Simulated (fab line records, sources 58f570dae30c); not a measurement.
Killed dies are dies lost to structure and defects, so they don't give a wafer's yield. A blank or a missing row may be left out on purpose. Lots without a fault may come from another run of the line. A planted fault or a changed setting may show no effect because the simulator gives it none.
A struck lot beside a sound one | flow berkeley_cmos170 | 14 steps out of a route of 331
Sound: wafers L562.3, L562.4, L562.5. Struck: wafers L564.4, L564.5, L564.6. The cause comes at the end.
At each step with rows: each side's tool, then ch and its chambers, then its first start. Under that, the readings that differ: sound wafers | struck wafers | difference of the means | sigmas: that difference in standard deviations of wafers without a fault.
alike: readings whose means differ by less than 2 such deviations, and words and numbers that are the same on both sides. not compared: withheld readings, readings that some wafer has no value for, bounds like >300 that may hide the same value, and numbers for which the record gives no deviation and whose values overlap.
The two part at a step that has a row with sigmas, a row that says differs or no value, or rows on one side only. Numbers that don't overlap but have no deviation are shown without sigmas and don't part them. A reading that every wafer of one side lacks parts them only if that side has two wafers or more.

UCB170_V2_BOW_MEAS_03:
  sound on film_metro-03, day 9 22:44; struck on film_metro-04, day 10 10:15
  alike: V2_BOW
UCB170_V2_THK_MEAS_04:
  sound on film_metro-03, day 9 22:50; struck on film_metro-04, day 10 10:20
  alike: V2_POLISHED_THK
then, 7 steps without rows for these wafers: UCB170_V2_CLEAN_05 (cleans in DIW); UCB170_V2_HMDS_06 (prime time 60 s); UCB170_V2_COAT_07 (resist thk 900 nm); UCB170_V2_SOFTBAKE_08 (time 60 s); UCB170_V2_EXPOSE_09 (exposes mask VIA2, target cd 700 nm); UCB170_V2_PEB_10; UCB170_V2_DEVELOP_11 (develop time 45 s).
UCB170_V2_CD_MEAS_12: target cd 700 nm.
  sound on cd_sem-01, day 10 01:27; struck on cd_sem-01, day 10 11:44
  alike: cd_nm
UCB170_V2_OVL_MEAS_13:
  sound on overlay-02, day 10 01:32; struck on overlay-01, day 10 11:49
  alike: V2_OVL
UCB170_V2_ETCH_14: etches SiO2 in CHF3/CF4/Ar, stops on Al, target depth 1250 nm, time 291 s.
  sound on rie_diel-02 ch 1,2, day 10 01:34; struck on rie_diel-02 ch 0,1, day 10 11:50
  alike: CHF3_flow_sccm, drypump_motor_current_A, oes_product_au, throttle_valve_pct
  not compared: rf_hours_counter_h
UCB170_V2_STRIP_15: strips in O2.
  sound on plasma_asher-04 ch 0,1, day 10 01:46; struck on plasma_asher-02 ch 0,1, day 10 12:02
  no value came back on the struck wafers for chamber_pressure_mTorr (mTorr), drypump_motor_current_A (A), oes_product_au (a.u.), strip_time_to_endpoint_s (s); on the sound wafers chamber_pressure_mTorr (mTorr) reads 3499 3500 3503
  reading                             | sound | struck            | difference | sigmas
  model.KrF_of_V2_COAT_07.thk_nm (nm) | 0 0 0 | 612.5 608.8 614.9 | +612.1     |
  not compared: rf_hours_counter_h
UCB170_V2_CD_MEAS_90: target cd 700 nm.
  sound on cd_sem-01, day 10 01:53; struck on cd_sem-01, day 10 12:10
  alike: cd_nm

WHERE THEY PART
Only at UCB170_V2_STRIP_15, within this record. Later steps at which nothing parts them and some readings are alike: UCB170_V2_CD_MEAS_90.

WHY: what the simulator had put in
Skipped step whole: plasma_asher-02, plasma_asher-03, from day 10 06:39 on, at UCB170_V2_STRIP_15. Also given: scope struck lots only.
